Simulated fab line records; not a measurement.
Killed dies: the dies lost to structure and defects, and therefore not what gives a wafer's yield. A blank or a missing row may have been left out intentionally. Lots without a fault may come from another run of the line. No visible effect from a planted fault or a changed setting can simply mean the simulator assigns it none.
Commonality check across tools    flow berkeleyCmos170    Lots sampled 13, wafers sampled 42

THE REASON FOR OPENING IT
Flagged at UCB170_M1_CD_MEAS_09: reading cdNm, on 1 of 13 lots. Fault-free wafers read 699.4 nm, with a standard deviation of 1.6.
Rule: flag the lot when none of its wafers has a number, or when each of its wafers that has one lies beyond 4 standard deviations from that mean. The rest of the lots are taken to be sound.

lot   measured      on        cdNm (nm), wafer by wafer            flag
L643  day 8 11:10   cdSem-01  700.7 700.6 699.7                    
L644  day 8 14:35   cdSem-02  699.9 701.5 700.9                    
L645  day 9 04:13   cdSem-01  698.0 699.3 699.0                    
L646  day 9 04:29   cdSem-02  700.6 699.5 699.3                    
L650  day 9 22:12   cdSem-02  699.7 697.9 698.5                    
L654  day 10 16:13  cdSem-02  698.9 698.7 698.6                    
L655  day 10 16:34  cdSem-02  697.6 697.6 698.7                    
L656  day 10 17:26  cdSem-02  699.0 700.1 698.8                    
L657  day 11 00:56  cdSem-01  698.5 699.4 698.7                    
L658  day 11 09:26  cdSem-02  616.7 616.6 616.9 616.6 616.5 616.4  FLAGGED
L662  day 11 12:48  cdSem-02  700.2 701.0 701.2                    
L661  day 11 12:55  cdSem-01  697.9 698.1 697.3                    
L666  day 12 16:26  cdSem-01  698.9 698.3 700.5                    
The mean of the flagged lots' numbers is 616.6 nm, -82.8 nm from the usual (-52 standard deviations).

WHICH TOOL EACH LOT WENT THROUGH
The record holds 2 process steps before the reading, out of a route of 331 steps. Read each cell as the tool, then ch plus the chambers that the sampled wafers visited, then the start.
lot   flag     UCB170_CONTACT_STRIP_19              UCB170_M1_EXPOSE_06
L643           plasmaAsher-04 ch 0,1, day 8 09:42   krfScanner-02 ch 0, day 8 10:47
L644           plasmaAsher-02 ch 0,1, day 8 11:53   krfScanner-01 ch 0, day 8 13:53
L645           plasmaAsher-01 ch 0,1, day 9 01:47   krfScanner-01 ch 0, day 9 03:31
L646           plasmaAsher-04 ch 0,1, day 9 01:50   krfScanner-02 ch 0, day 9 03:46
L650           plasmaAsher-01 ch 0,1, day 9 19:16   krfScanner-01 ch 0, day 9 21:02
L654           plasmaAsher-02 ch 0,1, day 10 13:50  krfScanner-01 ch 0, day 10 15:28
L655           plasmaAsher-04 ch 0,1, day 10 14:35  krfScanner-02 ch 0, day 10 16:09
L656           plasmaAsher-02 ch 0,1, day 10 15:42  krfScanner-02 ch 0, day 10 17:02
L657           plasmaAsher-02 ch 0,1, day 10 22:32  krfScanner-01 ch 0, day 11 00:04
L658  FLAGGED  plasmaAsher-02 ch 0,1, day 11 04:14  krfScanner-01 ch 0, day 11 07:31
L662           plasmaAsher-02 ch 0,1, day 11 08:58  krfScanner-02 ch 0, day 11 11:29
L661           plasmaAsher-01 ch 0,1, day 11 09:29  krfScanner-02 ch 0, day 11 11:45
L666           plasmaAsher-01 ch 0,1, day 12 13:58  krfScanner-01 ch 0, day 12 15:52
What these steps do:
- UCB170_CONTACT_STRIP_19: strips in O2.
- UCB170_M1_EXPOSE_06: exposes mask METAL1, target cd 700 nm.
- UCB170_M1_CD_MEAS_09: target cd 700 nm.

FLAGGED OVER TOTAL, TOOL BY TOOL (the gauges that took the reading come last)
step                     tool            lots run  flagged  share of the flagged lots  sound lots run after its first flagged lot
UCB170_CONTACT_STRIP_19  plasmaAsher-01  4         0        none                       -
UCB170_CONTACT_STRIP_19  plasmaAsher-02  6         1        all                        1 (L662)
UCB170_CONTACT_STRIP_19  plasmaAsher-04  3         0        none                       -
UCB170_M1_EXPOSE_06      krfScanner-01   7         1        all                        1 (L666)
UCB170_M1_EXPOSE_06      krfScanner-02   6         0        none                       -
UCB170_M1_CD_MEAS_09     cdSem-01        5         0        none                       -
UCB170_M1_CD_MEAS_09     cdSem-02        8         1        all                        1 (L662)

WHAT THE TABLE PERMITS
plasmaAsher-02 at UCB170_CONTACT_STRIP_19, krfScanner-01 at UCB170_M1_EXPOSE_06 and cdSem-02 at UCB170_M1_CD_MEAS_09: these 3 rows of the table ran every flagged lot.
- plasmaAsher-02 at UCB170_CONTACT_STRIP_19 ran 6 lots, 1 of them flagged. After the first flagged lot (L662), sound lots still ran on it; a lasting fault on the whole tool would not permit that.
- krfScanner-01 at UCB170_M1_EXPOSE_06 ran 7 lots, 1 of them flagged. After the first flagged lot (L666), sound lots still ran on it; a lasting fault on the whole tool would not permit that.
- cdSem-02 at UCB170_M1_CD_MEAS_09 ran 8 lots, 1 of them flagged. After the first flagged lot (L662), sound lots still ran on it; a lasting fault on the whole tool would not permit that.
Not one row of the table ran every flagged lot while running no sound lot after the first.

WHAT HAD BEEN PUT IN BY THE SIMULATOR
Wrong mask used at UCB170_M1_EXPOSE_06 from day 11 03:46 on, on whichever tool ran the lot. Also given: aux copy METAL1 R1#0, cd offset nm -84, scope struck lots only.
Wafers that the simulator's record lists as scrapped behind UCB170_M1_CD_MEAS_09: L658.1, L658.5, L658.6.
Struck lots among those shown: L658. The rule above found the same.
